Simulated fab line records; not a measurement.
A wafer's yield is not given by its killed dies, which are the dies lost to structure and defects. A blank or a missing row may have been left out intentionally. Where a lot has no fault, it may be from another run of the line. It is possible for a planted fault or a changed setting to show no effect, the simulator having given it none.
fab line records | flow rit_cmos
[record] lots = 14 wafers = 42 last_day = 7
route steps=202 shown PWELL@45 NLDD@111 SILICIDE@167 CONTACT@180 M1@202
lots that met no fault: from a run of the same line without faults
start_h: start of the lot's first displayed wafer, in hours after the record's first day | wait_h: how many hours have passed since the lot's step before this one | " same as the row above | L1.1+2: one row covering several wafers at once | - either no value or no given start | * or withheld: withheld | < > ~ a bound
route shown NAME@n: a module of which the file shows steps, and the number in the route of the first | usual: the fault-free wafers' mean and standard deviation | same: alike in all rows | chamber/n: place in a boat | sites: the reading at each site | _std_site: the values' standard deviation | _edge_site: outer sites' mean less inner sites' | radius_mm: for every site, how far away it sits from the centre of the wafer | mask NAME#n: copy n | behind: tool/chamber where the wafer was last shaped | hold: cause of the lot's hold/its duration in hours/its outcome | device: which transistor (n, p or np) failed to switch | end of line: the route-end tests of the same wafers | where a step has no rows: the recipe by itself | killed: the dies lost at the first sort to structure and to defects; this is not the yield of the wafer | map: dies across one wafer; x = killed, . = not, _ = none there
set.NAME: the setting that was run; set.NAME@STEP: the one run at that earlier step | model.NAME: the simulator's own value behind a step, which no gauge read
a sample of lots followed through the steps of the route, with each step as a table and each wafer as a row
services: the hour from which a tool's chamber was out of use, counted from the record's first day as start_h (under 0 if before that day), plus the number of hours and why
[[steps]]
[step RIT_PWELL_OVL_MEAS_06]
[usual] PWELL_OVL = 1.2/1.7
// columns lot.wafer tool chamber start_h wait_h PWELL_OVL[nm]
L752.1 overlay-02 - 28.06 - 0.9
L752.3 " - " " 3.0
L752.6 " - " " 1.7
L753.3 overlay-01 - 32.14 - 1.6
L753.4 " - " " 0.4
L753.5 " - " " 1.3
L754.1 overlay-01 - 36.94 - 3.6
L754.2 " - " " 2.8
L754.6 " - " " 2.2
L755.1 overlay-01 - 43.17 - -0.8
L755.4 " - " " -1.7
L755.5 " - " " -0.7
L756.1 overlay-01 - 47.86 - 1.8
L756.2 " - " " 3.4
L756.6 " - " " 1.9
L758.1 overlay-01 - 58.84 - 0.9
L758.3 " - " " 0.3
L758.6 " - " " -0.9
L759.1 overlay-02 - 62.51 - 1.8
L759.2 " - " " 1.2
L759.4 " - " " 1.5
L760.1 overlay-01 - 66.74 - 0.8
L760.3 " - " " 0.6
L760.6 " - " " -0.7
L761.1 overlay-01 - 72.07 - 2.0
L761.3 " - " " 4.0
L761.4 " - " " 2.4
L766.1 overlay-01 - 96.77 - 0.0
L766.2 " - " " -1.8
L766.4 " - " " -0.5
L767.2 overlay-01 - 102.30 - -2.0
L767.3 " - " " 0.8
L767.6 " - " " -0.9
L769.2 overlay-02 - 112.99 - -0.1
L769.4 " - " " 0.1
L769.5 " - " " 1.7
L770.3 overlay-01 - 116.77 - -0.4
L770.4 " - " " -0.2
L770.5 " - " " -2.1
L771.1 overlay-01 - 121.93 - 0.6
L771.2 " - " " -0.8
L771.6 " - " " 0.4
[step RIT_NLDD_IMPLANT_08]
[recipe] species = P energy_kev = 20 dose_cm2 = 5e+14 tilt_deg = 7
[usual] beam_energy_keV = 20.000/0.0065 dose_ions_cm2 = 5e+14/5.4e+11 end_station_pressure_torr = 6.28e-06/2.8e-07 faraday_current_uA = 1574/34
// columns lot.wafer tool chamber start_h wait_h beam_energy_keV dose_ions_cm2 end_station_pressure_torr faraday_current_uA
L752.1 implanter-04 0 46.99 0.1 20.008 4.997e+14 6.18e-06 1604
L752.3 " 0 " " 19.998 4.997e+14 6.44e-06 1594
L752.6 " 0 " " 20.006 5.004e+14 6.08e-06 1590
L753.3 implanter-04 0 53.69 0.1 19.994 5.001e+14 6.31e-06 1490
L753.4 " 0 " " 20.002 5e+14 5.87e-06 1560
L753.5 " 0 " " 20.000 5.004e+14 6.62e-06 1576
L754.1 implanter-04 0 58.03 0.1 20.007 5e+14 6.2e-06 1604
L754.2 " 0 " " 20.000 5.001e+14 6.35e-06 1591
L754.6 " 0 " " 20.008 5.005e+14 5.9e-06 1582
L755.1 implanter-02 0 62.40 0.1 20.000 4.989e+14 6.21e-06 1517
L755.4 " 0 " " 19.995 4.988e+14 6.36e-06 1574
L755.5 " 0 " " 19.989 4.99e+14 6.44e-06 1570
L756.1 implanter-04 0 67.12 0.1 20.010 4.998e+14 6.17e-06 1583
L756.2 " 0 " " 20.014 4.991e+14 6.25e-06 1548
L756.6 " 0 " " 19.998 5.002e+14 6.28e-06 1551
L758.1 implanter-03 0 78.20 0.1 20.003 5.001e+14 6.16e-06 1560
L758.3 " 0 " " 19.988 5.006e+14 5.78e-06 1563
L758.6 " 0 " " 20.003 5.008e+14 6.34e-06 1598
L759.1 implanter-03 0 83.15 0.1 20.007 5.007e+14 6.17e-06 1557
L759.2 " 0 " " 20.001 5.008e+14 6.44e-06 1605
L759.4 " 0 " " 20.006 5.018e+14 5.72e-06 1609
L760.1 implanter-02 0 85.96 0.1 20.003 4.991e+14 5.86e-06 1601
L760.3 " 0 " " 20.005 4.999e+14 6.64e-06 1574
L760.6 " 0 " " 20.000 4.999e+14 5.83e-06 1574
L761.1 implanter-03 0 91.42 0.1 20.006 7.972e+14 7.34e-06 2527
L761.3 " 0 " " 20.008 7.977e+14 6.78e-06 2499
L761.4 " 0 " " 20.014 7.979e+14 7.05e-06 2492
L766.1 implanter-04 0 115.67 0.1 20.006 4.996e+14 6.02e-06 1598
L766.2 " 0 " " 20.008 5.006e+14 6.2e-06 1590
L766.4 " 0 " " 20.000 4.999e+14 6.69e-06 1583
L767.2 implanter-03 0 121.12 0.1 20.001 7.971e+14 7.53e-06 2527
L767.3 " 0 " " 19.987 7.978e+14 7.12e-06 2592
L767.6 " 0 " " 19.990 7.981e+14 7.47e-06 2441
L769.2 implanter-02 0 132.26 0.1 20.003 5.002e+14 6.22e-06 1579
L769.4 " 0 " " 20.009 4.997e+14 6.04e-06 1558
L769.5 " 0 " " 20.009 4.996e+14 6.15e-06 1605
L770.3 implanter-04 0 138.12 0.1 19.998 4.993e+14 6.1e-06 1594
L770.4 " 0 " " 20.001 5e+14 6.23e-06 1546
L770.5 " 0 " " 20.000 5.003e+14 5.92e-06 1541
L771.1 implanter-02 0 144.73 0.1 19.985 5.002e+14 6.6e-06 1496
L771.2 " 0 " " 19.994 4.999e+14 6.71e-06 1599
L771.6 " 0 " " 20.003 4.999e+14 6.22e-06 1555
[step RIT_NLDD_TW_MEAS_10]
[usual] NLDD_TW = 2494/18
// columns lot.wafer tool chamber start_h wait_h NLDD_TW
L752.1 film_metro-04 - 47.32 0.1 2467
L752.3 " - " " 2469
L752.6 " - " " 2485
L753.3 film_metro-01 - 53.98 0.1 2512
L753.4 " - " " 2504
L753.5 " - " " 2517
L754.1 film_metro-03 - 58.36 0.1 2482
L754.2 " - " " 2477
L754.6 " - " " 2487
L755.1 film_metro-03 - 62.73 0.1 2477
L755.4 " - " " 2489
L755.5 " - " " 2478
L756.1 film_metro-01 - 67.45 0.1 2511
L756.2 " - " " 2526
L756.6 " - " " 2514
L758.1 film_metro-01 - 78.53 0.1 2519
L758.3 " - " " 2505
L758.6 " - " " 2512
L759.1 film_metro-04 - 83.47 0.1 2480
L759.2 " - " " 2495
L759.4 " - " " 2477
L760.1 film_metro-01 - 86.29 0.1 2520
L760.3 " - " " 2511
L760.6 " - " " 2519
L761.1 film_metro-01 - 91.75 0.1 2827
L761.3 " - " " 2846
L761.4 " - " " 2826
L766.1 film_metro-01 - 116.00 0.1 2509
L766.2 " - " " 2511
L766.4 " - " " 2486
L767.2 film_metro-03 - 121.43 0.1 2782
L767.3 " - " " 2785
L767.6 " - " " 2805
L769.2 film_metro-04 - 132.57 0.1 2486
L769.4 " - " " 2493
L769.5 " - " " 2492
L770.3 film_metro-04 - 138.41 0.1 2493
L770.4 " - " " 2494
L770.5 " - " " 2487
L771.1 film_metro-01 - 145.06 0.1 2490
L771.2 " - " " 2507
L771.6 " - " " 2511
[step RIT_SDANNEAL_RS_MEAS_07]
[recipe] thk_meas_gauge = four-point-probe
[usual] NLDD_RS = 151.5/0.56
// columns lot.wafer tool chamber start_h wait_h NLDD_RS[ohm/sq]
L752.1 film_metro-04 - 55.41 0.1 151.2
L752.3 " - " " 151.8
L752.6 " - " " 151.2
L753.3 film_metro-03 - 61.96 0.1 151.7
L753.4 " - " " 151.5
L753.5 " - " " 151.3
L754.1 film_metro-03 - 66.00 0.1 151.4
L754.2 " - " " 151.8
L754.6 " - " " 151.5
L755.1 film_metro-03 - 70.59 0.1 152.2
L755.4 " - " " 152.4
L755.5 " - " " 152.3
L756.1 film_metro-01 - 75.09 0.1 151.7
L756.2 " - " " 151.4
L756.6 " - " " 151.3
L758.1 film_metro-03 - 86.32 0.1 150.9
L758.3 " - " " 151.5
L758.6 " - " " 151.4
L759.1 film_metro-03 - 92.37 0.1 151.0
L759.2 " - " " 150.9
L759.4 " - " " 151.3
L760.1 film_metro-03 - 94.43 0.1 151.0
L760.3 " - " " 151.5
L760.6 " - " " 151.1
L761.1 film_metro-04 - 99.92 0.1 103.9
L761.3 " - " " 103.3
L761.4 " - " " 104.0
L766.1 film_metro-01 - 124.28 0.1 152.0
L766.2 " - " " 152.4
L766.4 " - " " 152.3
L767.2 film_metro-01 - 129.35 0.1 103.1
L767.3 " - " " 103.4
L767.6 " - " " 102.9
L769.2 film_metro-03 - 140.64 0.1 150.9
L769.4 " - " " 150.9
L769.5 " - " " 150.7
L770.3 film_metro-01 - 146.33 0.1 150.5
L770.4 " - " " 151.0
L770.5 " - " " 150.6
L771.1 film_metro-04 - 152.78 0.1 152.1
L771.2 " - " " 151.8
L771.6 " - " " 152.1
[step RIT_SILICIDE_RTA_06]
[recipe] temp_c = 750 time_s = 10 idle_temp_c = 25 ramp_up_s = 5 ramp_down_s = 10 cool_to_c = 25 ambient = N2
[usual] wafer_temp_C_max = 753.4/0.81
// columns lot.wafer tool chamber start_h wait_h wafer_temp_C_max
L752.1 rtp_anneal-02 0 55.98 0.0 754.9
L752.3 " 0 " " 753.9
L752.6 " 0 " " 754.6
L753.3 rtp_anneal-01 0 62.52 0.0 752.8
L753.4 " 0 " " 752.7
L753.5 " 0 " " 752.9
L754.1 rtp_anneal-02 0 66.58 0.0 753.1
L754.2 " 0 " " 752.6
L754.6 " 0 " " 753.1
L755.1 rtp_anneal-01 0 71.16 0.0 753.9
L755.4 " 0 " " 752.2
L755.5 " 0 " " 753.0
L756.1 rtp_anneal-02 0 75.66 0.0 753.7
L756.2 " 0 " " 753.8
L756.6 " 0 " " 754.3
L758.1 rtp_anneal-02 0 86.89 0.0 755.0
L758.3 " 0 " " 755.2
L758.6 " 0 " " 753.6
L759.1 rtp_anneal-01 0 92.94 0.0 751.8
L759.2 " 0 " " 753.4
L759.4 " 0 " " 752.5
L760.1 rtp_anneal-02 0 95.01 0.0 753.6
L760.3 " 0 " " 754.2
L760.6 " 0 " " 753.5
L761.1 rtp_anneal-01 0 100.49 0.0 752.6
L761.3 " 0 " " 752.2
L761.4 " 0 " " 754.2
L766.1 rtp_anneal-02 0 124.85 0.0 754.5
L766.2 " 0 " " 755.3
L766.4 " 0 " " 753.3
L767.2 rtp_anneal-01 0 129.91 0.0 752.4
L767.3 " 0 " " 753.5
L767.6 " 0 " " 753.1
L769.2 rtp_anneal-01 0 141.23 0.0 752.2
L769.4 " 0 " " 752.4
L769.5 " 0 " " 753.4
L770.3 rtp_anneal-02 0 146.89 0.0 752.4
L770.4 " 0 " " 754.6
L770.5 " 0 " " 753.8
L771.1 rtp_anneal-01 0 153.37 0.0 752.9
L771.2 " 0 " " 752.8
L771.6 " 0 " " 752.3
[step RIT_CONTACT_STRIP_12]
[recipe] chemistry = O2 time_s = 180 resist = NOVOLAK platen_temp_c = withheld power_w = 500 pressure_mtorr = 4000 o2_flow_sccm = 4000
[usual] drypump_motor_current_A = 5.7/0.34
// columns lot.wafer tool chamber start_h wait_h drypump_motor_current_A rf_hours_counter_h
L752.1 plasma_asher-02 1 57.72 0.1 6.0 25
L752.3 " 0 " " 6.3 -
L752.6 " 1 " " 6.0 -
L753.3 plasma_asher-04 1 64.32 0.2 5.5 -
L753.4 " 0 " " 5.9 -
L753.5 " 1 " " 5.5 -
L754.1 plasma_asher-04 1 68.55 0.1 5.5 45
L754.2 " 0 " " 5.9 45
L754.6 " 0 " " 5.9 -
L755.1 plasma_asher-03 1 72.81 0.1 5.4 44
L755.4 " 1 " " 5.4 -
L755.5 " 1 " " 5.5 -
L756.1 plasma_asher-02 1 77.43 0.1 6.0 27
L756.2 " 0 " " 6.2 27
L756.6 " 0 " " 6.2 -
L758.1 plasma_asher-04 1 88.66 0.1 5.5 47
L758.3 " 0 " " 5.9 -
L758.6 " 0 " " 5.9 -
L759.1 plasma_asher-02 1 94.71 0.1 6.0 29
L759.2 " 0 " " 6.3 29
L759.4 " 0 " " 6.3 -
L760.1 plasma_asher-04 0 96.65 0.1 5.9 47
L760.3 " 0 " " 5.9 -
L760.6 " 0 " " 5.9 -
L761.1 plasma_asher-03 1 102.13 0.1 5.5 47
L761.3 " 1 " " 5.5 -
L761.4 " 0 " " 5.2 -
L766.1 plasma_asher-02 0 126.62 0.1 6.2 33
L766.2 " 1 " " 6.0 33
L766.4 " 1 " " 6.0 -
L767.2 plasma_asher-04 0 131.67 0.1 5.9 52
L767.3 " 1 " " 5.5 -
L767.6 " 1 " " 5.5 -
L769.2 plasma_asher-04 0 143.09 0.2 5.9 53
L769.4 " 1 " " 5.5 -
L769.5 " 1 " " 5.5 -
L770.3 plasma_asher-02 0 148.69 0.2 6.2 -
L770.4 " 1 " " 5.9 -
L770.5 " 1 " " 5.9 -
L771.1 plasma_asher-03 0 155.14 0.1 5.2 53
L771.2 " 1 " " 5.4 53
L771.6 " 1 " " 5.4 -
[step RIT_M1_PROBE_99]
[usual] killed_at_M0_to_M3 = 0.0/0.14 killed_at_contacts = 0.0/0.22 killed_at_front_end = 7/3 killed_dies = 7/3.1 killed_open = 3.4/2.1 killed_short = 3.2/1.9
[same] gross_dies = 264 killed_at_M4_up = 0 killed_at_back_side = 0 killed_at_other = 0
// columns lot.wafer tool chamber start_h wait_h killed_at_M0_to_M3 killed_at_contacts killed_at_front_end killed_dies killed_open killed_short
L766.1 prober-01 - 131.29 0.1 0 0 4 4 4 0
L766.2 prober-01 - 131.34 0.1 0 0 6 6 3 3
L766.4 prober-01 - 131.44 0.2 0 0 11 11 8 3
// killed by level:class
L766.1 GATE:geometric_particle:open=2 FOX2:geometric_particle:open=1 SPACER:geometric_particle:open=1
L766.2 SPACER:geometric_particle:short=2 FOX1:geometric_particle:open=1 GATE:geometric_particle:short=1 GATE:geometric_particle:open=1 SILICIDE:geometric_particle:open=1
L766.4 SILICIDE:geometric_particle:open=4 GATE:geometric_particle:open=2 FOX1:geometric_particle:open=1 FOX2:geometric_particle:short=1 GATE:geometric_particle:short=1 REOX:geometric_particle:short=1 REOX:geometric_particle:open=1
[[services]]
// columns tool chamber start_h hours kind
plasma_asher-04 - 71.49 0.9 repair
implanter-03 - 84.88 6.5 repair
rtp_anneal-01 - 101.77 5.2 pm
plasma_asher-03 - 114.87 0.8 repair
implanter-02 - 114.88 8.7 pm
plasma_asher-02 - 153.84 2.0 repair
[[key]]
[first_sign] step = RIT_NLDD_IMPLANT_08 reading = dose_ions_cm2 direction = up sigmas = 99+ usual = 5e+14 struck = 7.976e+14
[effect] step = RIT_NLDD_IMPLANT_08 reading = faraday_current_uA direction = up sigmas = 28 usual = 1574 struck = 2513
[effect] step = RIT_NLDD_TW_MEAS_10 reading = NLDD_TW direction = up sigmas = 18 usual = 2494 struck = 2812
[effect] step = RIT_SDANNEAL_RS_MEAS_07 reading = NLDD_RS direction = down sigmas = 87 usual = 151.5 struck = 103.5
met_at RIT_NLDD_IMPLANT_08
struck_lots L761,L767
tester_left_out L761,L767
not_acting_at RIT_PWELL_OVL_MEAS_06,RIT_SILICIDE_RTA_06,RIT_CONTACT_STRIP_12
onset_between 83.15 91.42
[fault] kind = process_parameter_drift tool = implanter-03 chamber = - onset_h = 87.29 steps = RIT_NLDD_IMPLANT_08 channel = dose_cm2 offset = 2.9808e+14 shape = step end_h = 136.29 acts_in = these_recipes_only stated = 5e+14
// tester_left_out: of these lots the tester's yield and bins aren't shown, on N5 and GAA mostly nor the transistor test; their killed dies are dies lost to structure and defects alone, not to doping, threshold or leakage, so they don't give the yield
